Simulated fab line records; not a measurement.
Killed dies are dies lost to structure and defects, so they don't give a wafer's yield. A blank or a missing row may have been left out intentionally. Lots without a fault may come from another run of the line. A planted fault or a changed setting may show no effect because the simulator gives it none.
Matching of chambers :: flow berkeley cmos170 :: wet bench-04 running UCB170_PLDD_CLEAN_12: 3 sister chambers
The step cleans in SPM, time 600 s. 22 wafers are shown with their chamber, then 11 later ones without.

## WAFERS, EACH WITH ITS CHAMBER
wafer: L980.1
chamber: 3
bath guard temp C (C): 119.4
bath heat duty pct (%): 13.9

wafer: L980.4
chamber: 3
bath guard temp C (C): 119.8
bath heat duty pct (%): 14.0

wafer: L980.5
chamber: 3
bath guard temp C (C): 119.4
bath heat duty pct (%): 15.2

wafer: L981.1
chamber: 3
bath guard temp C (C): 119.7
bath heat duty pct (%): 14.3

wafer: L981.3
chamber: 3
bath guard temp C (C): 119.4
bath heat duty pct (%): 15.2

wafer: L981.5
chamber: 3
bath guard temp C (C): 119.5
bath heat duty pct (%): 15.1

wafer: L983.2
chamber: 3
bath guard temp C (C): 119.6
bath heat duty pct (%): 13.7

wafer: L983.3
chamber: 3
bath guard temp C (C): 119.9
bath heat duty pct (%): 12.4

wafer: L983.6
chamber: 3
bath guard temp C (C): 119.5
bath heat duty pct (%): 13.6

wafer: L985.3
chamber: 3
bath guard temp C (C): 120.1
bath heat duty pct (%): 15.5

wafer: L985.4
chamber: 3
bath guard temp C (C): 119.3
bath heat duty pct (%): 13.2

wafer: L985.5
chamber: 3
bath guard temp C (C): 119.7
bath heat duty pct (%): 14.2

wafer: L988.2
chamber: 3
bath guard temp C (C): 119.6
bath heat duty pct (%): 14.7

wafer: L988.3
chamber: 3
bath guard temp C (C): 119.7
bath heat duty pct (%): 15.4

wafer: L988.5
chamber: 3
bath guard temp C (C): 119.2
bath heat duty pct (%): 14.8

wafer: L993.2
chamber: 1
bath guard temp C (C): 120.2
bath heat duty pct (%): 15.2

wafer: L993.5
chamber: 1
bath guard temp C (C): 120.0
bath heat duty pct (%): 11.6

wafer: L993.6
chamber: 1
bath guard temp C (C): 120.2
bath heat duty pct (%): 14.1

wafer: L994.2
chamber: 0
bath guard temp C (C): 120.4
bath heat duty pct (%): 13.4

wafer: L994.3
chamber: 0
bath guard temp C (C): 120.4
bath heat duty pct (%): 13.9

wafer: L994.5
chamber: 0
bath guard temp C (C): 120.4
bath heat duty pct (%): 13.3

wafer: L995.2
chamber: 3
bath guard temp C (C): 119.7
bath heat duty pct (%): 13.4

SIGNATURES (averages over the wafers above)
reading: bath guard temp C
chamber 0: 120.400
chamber 1: 120.133
chamber 3: 119.594
scatter within a chamber: 0.21

reading: bath heat duty pct
chamber 0: 13.533
chamber 1: 13.633
chamber 3: 14.287
scatter within a chamber: 1
Rule: a wafer's distance from a chamber is the root of the sum, over the readings, of the square of ((its reading less the chamber's mean) divided by the reading's scatter). The wafer belongs to the nearest chamber; if the next one is less than 2 further off, it can't be placed. The scatter is the square root of a quotient: the sum, over the shown wafers, of each reading's squared deviation from its chamber's mean, divided by wafers minus chambers.

## WAFERS WHOSE CHAMBER IS MISSING
wafer: L995.3
bath guard temp C (C): 119.5
bath heat duty pct (%): 12.7

wafer: L995.4
bath guard temp C (C): 119.9
bath heat duty pct (%): 14.3

wafer: L997.2
bath guard temp C (C): 119.9
bath heat duty pct (%): 14.2

wafer: L997.4
bath guard temp C (C): 120.1
bath heat duty pct (%): 14.0

wafer: L997.6
bath guard temp C (C): 119.9
bath heat duty pct (%): 13.1

wafer: L999.1
bath guard temp C (C): 119.4
bath heat duty pct (%): 13.2

wafer: L999.5
bath guard temp C (C): 119.5
bath heat duty pct (%): 13.4

wafer: L999.6
bath guard temp C (C): 119.5
bath heat duty pct (%): 15.3

wafer: L998.2
bath guard temp C (C): 120.0
bath heat duty pct (%): 12.6

wafer: L998.3
bath guard temp C (C): 120.4
bath heat duty pct (%): 14.1

wafer: L998.5
bath guard temp C (C): 120.3
bath heat duty pct (%): 13.7

## WHICH CHAMBER EACH ONE RAN IN
wafer: L995.3
from the rows above: can't be placed: 3 or 1
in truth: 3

wafer: L995.4
from the rows above: can't be placed: 1 or 3 or 0
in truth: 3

wafer: L997.2
from the rows above: can't be placed: 1 or 3 or 0
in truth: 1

wafer: L997.4
from the rows above: can't be placed: 1 or 0
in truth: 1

wafer: L997.6
from the rows above: can't be placed: 1 or 3 or 0
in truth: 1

wafer: L999.1
from the rows above: 3
in truth: 3

wafer: L999.5
from the rows above: 3
in truth: 3

wafer: L999.6
from the rows above: 3
in truth: 3

wafer: L998.2
from the rows above: can't be placed: 1 or 0 or 3
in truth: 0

wafer: L998.3
from the rows above: can't be placed: 0 or 1
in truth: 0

wafer: L998.5
from the rows above: can't be placed: 0 or 1
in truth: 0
Placed correctly: 3 of 11. Not placeable from these rows: 8 (in 8, the candidates include the true chamber). Number placed wrongly: 0.
